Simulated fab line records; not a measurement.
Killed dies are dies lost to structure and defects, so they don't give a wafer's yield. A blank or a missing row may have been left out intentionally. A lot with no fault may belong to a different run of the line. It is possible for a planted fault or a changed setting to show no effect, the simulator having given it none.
Commonality check across tools    flow ritCmos    15 lots and 45 wafers in the sample

## WHAT PROMPTED THE OPENING
At RIT_ACTIVE_CD_MEAS_11 the reading cdNm is flagged on 3 of 15 lots. Fault-free wafers read 1400.4 nm, with a standard deviation of 2.3.
Rule: a lot is flagged when every wafer of it that has a number lies more than 4 standard deviations from that mean, or none has a number. The rest of the lots are taken to be sound.

lot   measured     on        cdNm (nm), wafer by wafer  flag
L960  day 1 14:37  cdSem-02  1398.4 1397.5 1396.9       
L962  day 2 01:49  cdSem-01  1401.0 1400.2 1398.9       
L963  day 2 06:11  cdSem-01  1400.4 1400.3 1401.7       
L964  day 2 10:35  cdSem-01  1401.4 1401.9 1402.2       
L966  day 2 21:12  cdSem-01  1398.1 1399.2 1396.4       
L967  day 3 01:37  cdSem-01  1402.5 1404.0 1401.1       
L968  day 3 07:39  cdSem-01  1398.5 1398.6 1400.2       
L969  day 3 12:32  cdSem-02  1401.6 1403.7 1404.6       
L970  day 3 16:26  cdSem-01  1399.6 1398.2 1399.5       
L972  day 4 02:28  cdSem-02  1402.7 1402.5 1402.2       
L974  day 4 12:36  cdSem-01  1445.5 1442.2 1444.4       FLAGGED
L975  day 4 17:26  cdSem-01  1401.1 1401.6 1401.7       
L976  day 4 22:30  cdSem-02  1438.8 1437.4 1438.4       FLAGGED
L977  day 5 03:34  cdSem-02  1444.7 1446.8 1443.7       FLAGGED
L983  day 6 11:19  cdSem-02  1403.1 1400.4 1401.0       
Average over the flagged lots: 1442.4 nm; offset from the usual +42.0 nm, equal to +18 standard deviations.

## WHICH TOOL RAN EACH LOT
The record holds 1 process step before the reading, out of a route of 202 steps. Cell contents, in order: the tool; ch with the chambers the sampled wafers went through; the start.
lot   flag     RIT_ACTIVE_DEVELOP_10
L960           lithoTrack-04 ch 0, day 1 14:00
L962           lithoTrack-04 ch 0, day 2 01:00
L963           lithoTrack-02 ch 0, day 2 06:00
L964           lithoTrack-04 ch 0, day 2 10:00
L966           lithoTrack-03 ch 0, day 2 21:00
L967           lithoTrack-02 ch 0, day 3 01:00
L968           lithoTrack-03 ch 0, day 3 07:00
L969           lithoTrack-03 ch 0, day 3 12:00
L970           lithoTrack-02 ch 0, day 3 16:00
L972           lithoTrack-02 ch 0, day 4 02:00
L974  FLAGGED  lithoTrack-02 ch 0, day 4 12:00
L975           lithoTrack-04 ch 0, day 4 17:00
L976  FLAGGED  lithoTrack-02 ch 0, day 4 22:00
L977  FLAGGED  lithoTrack-02 ch 0, day 5 03:00
L983           lithoTrack-04 ch 0, day 6 11:00
What is done by these steps:
- RIT_ACTIVE_DEVELOP_10: develop time 50 s.
- RIT_ACTIVE_CD_MEAS_11: target cd 1400 nm.

## FLAGGED AGAINST TOTAL, ONE TOOL AT A TIME (gauges that did the reading follow at the end)
step                   tool           lots run  flagged  share of the flagged lots  sound lots run after its first flagged lot
RIT_ACTIVE_DEVELOP_10  lithoTrack-02  7         3        all                        0
RIT_ACTIVE_DEVELOP_10  lithoTrack-03  3         0        none                       -
RIT_ACTIVE_DEVELOP_10  lithoTrack-04  5         0        none                       -
RIT_ACTIVE_CD_MEAS_11  cdSem-01       9         1        some                       1 (L975)
RIT_ACTIVE_CD_MEAS_11  cdSem-02       6         2        some                       1 (L983)

## WHAT THE TABLE ALLOWS
1 row of the table ran every flagged lot: lithoTrack-02 at RIT_ACTIVE_DEVELOP_10.
- lithoTrack-02 at RIT_ACTIVE_DEVELOP_10: 3 of its 7 lots flagged. Last sound lot L972 at day 4 02:00, first flagged lot L974 at day 4 12:00; a fault beginning in between fits.
Just one tool remains: lithoTrack-02 at RIT_ACTIVE_DEVELOP_10.

## WHAT THE SIMULATOR PUT IN
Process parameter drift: lithoTrack-02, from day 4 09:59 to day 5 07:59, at RIT_ACTIVE_DEVELOP_10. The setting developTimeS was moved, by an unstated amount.
Lots struck among those shown: L974, L976, L977. This agrees with what the rule above found.
